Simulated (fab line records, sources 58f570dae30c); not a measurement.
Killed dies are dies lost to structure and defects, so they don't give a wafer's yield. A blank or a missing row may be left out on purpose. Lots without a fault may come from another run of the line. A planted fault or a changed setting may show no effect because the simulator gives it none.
Which tool did it? | flow berkeley_cmos170 | 11 lots, 33 wafers sampled, at 6 steps of a route of 331

WHAT THE GAUGES READ, wafer by wafer
UCB170_NWELL_THK_MEAS_05.
lot  | measured    | on            | NWELL_NITRIDE_THK (nm)
L989 | day 2 02:27 | film_metro-02 | 220.4 219.1 219.7
L990 | day 2 10:00 | film_metro-04 | 223.9 223.6 225.8
L991 | day 2 13:08 | film_metro-03 | 224.8 223.9 225.3
L992 | day 2 17:05 | film_metro-02 | 224.1 224.7 225.4
L993 | day 2 22:23 | film_metro-03 | 224.5 225.6 227.4
L994 | day 3 05:16 | film_metro-04 | 95.4 94.9 97.0
L995 | day 3 09:41 | film_metro-04 | 220.7 221.4 222.5
L996 | day 3 15:40 | film_metro-02 | 221.0 220.9 220.9
L110 | day 6 22:04 | film_metro-04 | 225.5 224.4 224.3
L111 | day 6 22:04 | film_metro-03 | 224.5 224.9 224.9
L112 | day 7 02:04 | film_metro-04 | 220.3 219.2 221.5

UCB170_NWELL_OVL_MEAS_12.
lot  | measured    | on         | NWELL_OVL (nm)
L989 | day 2 03:29 | overlay-02 | 17 9 13
L990 | day 2 11:31 | overlay-01 | 12 12 4
L991 | day 2 14:31 | overlay-01 | 1 -8 -2
L992 | day 2 18:13 | overlay-01 | 7 7 14
L993 | day 2 23:57 | overlay-02 | -3 6 1
L994 | day 3 06:49 | overlay-01 | 7 4 -2
L995 | day 3 10:46 | overlay-02 | 1 -1 1
L996 | day 3 17:35 | overlay-02 | 1 -7 3
L110 | day 7 00:23 | overlay-02 | 9 0 11
L111 | day 6 23:23 | overlay-02 | -1 5 -1
L112 | day 7 03:41 | overlay-02 | -4 -3 1

UCB170_FIELD_THK_MEAS_02.
lot  | measured    | on            | FIELD_OXIDE_THK (nm)
L989 | day 4 00:56 | film_metro-03 | 551 553 562
L990 | day 5 02:00 | film_metro-03 | 575 567 566
L991 | day 4 22:59 | film_metro-03 | 559 555 559
L992 | day 5 01:59 | film_metro-04 | 582 581 585
L993 | day 5 05:22 | film_metro-04 | 571 572 566
L994 | day 5 13:29 | film_metro-04 | 542 548 526
L995 | day 5 13:31 | film_metro-03 | 536 540 533
L996 | day 5 21:46 | film_metro-04 | 558 552 562
L110 | day 9 07:06 | film_metro-04 | 540 532 536
L111 | day 9 07:02 | film_metro-04 | 543 542 548
L112 | day 9 07:19 | film_metro-01 | 547 563 557

WHICH TOOL RAN EACH LOT (tool, then ch and the chambers of the sampled wafers, then the start)
lot  | UCB170_NWELL_CVD_04        | UCB170_NWELL_ETCH_13              | UCB170_ACTIVE_ETCH_15
L989 | lpcvd-02 ch 1, day 2 00:31 | rie_diel-01 ch 0,3, day 2 03:31   | rie_diel-01 ch 0,3, day 3 15:38
L990 | lpcvd-02 ch 1, day 2 08:04 | rie_diel-03 ch 1,3, day 2 11:32   | rie_diel-04 ch 2,3, day 4 16:26
L991 | lpcvd-02 ch 0, day 2 11:13 | rie_diel-04 ch 1,2,3, day 2 14:34 | rie_diel-02 ch 0,1,3, day 4 16:10
L992 | lpcvd-01 ch 1, day 2 15:08 | rie_diel-04 ch 0,2,3, day 2 18:15 | rie_diel-01 ch 0,3, day 4 16:14
L993 | lpcvd-01 ch 1, day 2 20:27 | rie_diel-01 ch 0,3, day 2 23:59   | rie_diel-02 ch 1,2,3, day 4 21:34
L994 | lpcvd-01 ch 0, day 3 03:20 | rie_diel-01 ch 0,1,3, day 3 06:51 | rie_diel-02 ch 0,2,3, day 5 06:01
L995 | lpcvd-02 ch 0, day 3 07:46 | rie_diel-01 ch 0,3, day 3 10:48   | rie_diel-04 ch 1,2,3, day 5 06:08
L996 | lpcvd-02 ch 0, day 3 13:44 | rie_diel-04 ch 0,1, day 3 17:37   | rie_diel-01 ch 2,3, day 5 14:57
L110 | lpcvd-01 ch 1, day 6 20:08 | rie_diel-03 ch 0,2, day 7 00:26   | rie_diel-01 ch 0,1,2, day 8 23:07
L111 | lpcvd-01 ch 1, day 6 20:08 | rie_diel-01 ch 0,2,3, day 6 23:26 | rie_diel-01 ch 1,2,3, day 8 18:55
L112 | lpcvd-02 ch 1, day 7 00:07 | rie_diel-04 ch 0,1, day 7 03:42   | rie_diel-04 ch 0,1,3, day 8 23:14
- UCB170_NWELL_CVD_04: deposits Si3N4 from SiH2Cl2/NH3, target thk 224 nm, time 3360 s.
- UCB170_NWELL_ETCH_13: etches Si3N4 in CH3F/Ar/O2, stops on SiO2, target depth 246.4 nm, time 154 s.
- UCB170_ACTIVE_ETCH_15: etches Si3N4 in CH3F/Ar/O2, stops on SiO2, target depth 242 nm, time 151 s.

WHAT THE TOOLS THEMSELVES READ (means of the sampled wafers that have a number; where no wafer has one, the mark that the record gives instead)
UCB170_NWELL_CVD_04.
lot  | tool     | zone_power_centre_pct (%)
L989 | lpcvd-02 | 37
L990 | lpcvd-02 | 37
L991 | lpcvd-02 | 44
L992 | lpcvd-01 | 31
L993 | lpcvd-01 | 31
L994 | lpcvd-01 | 35
L995 | lpcvd-02 | 45
L996 | lpcvd-02 | 44
L110 | lpcvd-01 | 31
L111 | lpcvd-01 | 31
L112 | lpcvd-02 | 37

UCB170_NWELL_ETCH_13.
lot  | tool        | drypump_motor_current_A (A) | mfc_ar_sccm (sccm) | oes_product_au (a.u.) | throttle_valve_pct (%)
L989 | rie_diel-01 | 5.1                         | 49.91              | 0.930                 | 8.33
L990 | rie_diel-03 | 6.1                         | 49.99              | 0.965                 | 8.14
L991 | rie_diel-04 | 5.6                         | 50.04              | 0.932                 | 8.03
L992 | rie_diel-04 | 5.4                         | 50.03              | 0.935                 | 8.02
L993 | rie_diel-01 | 5.1                         | 50.02              | 0.948                 | 8.33
L994 | rie_diel-01 | 5.3                         | 50.15              | 0.614                 | 8.12
L995 | rie_diel-01 | 5.1                         | 49.86              | 0.939                 | 8.33
L996 | rie_diel-04 | 5.7                         | 49.96              | 0.918                 | 8.06
L110 | rie_diel-03 | 5.8                         | 50.04              | 0.949                 | 8.03
L111 | rie_diel-01 | 5.3                         | 50.07              | 0.942                 | 8.25
L112 | rie_diel-04 | 5.7                         | 50.01              | 0.912                 | 8.05

UCB170_ACTIVE_ETCH_15.
lot  | tool        | drypump_motor_current_A (A) | mfc_ar_sccm (sccm) | oes_product_au (a.u.) | throttle_valve_pct (%)
L989 | rie_diel-01 | 5.1                         | 50.23              | 0.936                 | 8.34
L990 | rie_diel-04 | 5.3                         | 50.02              | 0.947                 | 7.97
L991 | rie_diel-02 | 6.0                         | 50.11              | 0.930                 | 8.11
L992 | rie_diel-01 | 5.1                         | 49.92              | 0.933                 | 8.31
L993 | rie_diel-02 | 5.7                         | 49.95              | 0.923                 | 8.17
L994 | rie_diel-02 | 5.9                         | 49.95              | 0.937                 | 8.12
L995 | rie_diel-04 | 5.6                         | 50.00              | 0.924                 | 8.04
L996 | rie_diel-01 | 5.7                         | 50.09              | 0.932                 | 8.18
L110 | rie_diel-01 | 5.6                         | 50.14              | 0.948                 | 8.05
L111 | rie_diel-01 | 5.5                         | 50.04              | 0.953                 | 8.07
L112 | rie_diel-04 | 5.4                         | 50.03              | 0.927                 | 7.99

THE ANSWER, worked out from the rows above alone
Rule: what is usual is taken from the lots themselves. Put in order of their means at a reading, lots are off if they are a third of the lots or fewer, leave a main group of 4 or more, and stand apart from it by a gap of 3 or more times the standard deviation of the main group's means; of several such gaps the widest counts. A main group whose means are all the same, to the digits that the tables above print for the reading, isn't used. A lot without any number at a reading at which 4 lots or more have one is off too. The other lots that the step has rows for count as sound. The gauges are gone through in route order, then the tools' own readings, and for those a lot's mean is taken as printed above. The first step at which some lot is off is used, and at that step the reading that is off furthest; a lot without a number counts as furthest.
Off: L994, at UCB170_NWELL_THK_MEAS_05 (NWELL_NITRIDE_THK). The main group: mean 223.2 nm, standard deviation 2.1.
A tool fits if, at a process step before that reading, it ran every lot that is off, and no sound lot after the first of them. The gauges at UCB170_NWELL_THK_MEAS_05 aren't tried: what is off there is off at UCB170_NWELL_ETCH_13 too, on other tools, and a gauge's error can't cause that. None of those tried fits.

WHAT THE SIMULATOR HAD PUT IN
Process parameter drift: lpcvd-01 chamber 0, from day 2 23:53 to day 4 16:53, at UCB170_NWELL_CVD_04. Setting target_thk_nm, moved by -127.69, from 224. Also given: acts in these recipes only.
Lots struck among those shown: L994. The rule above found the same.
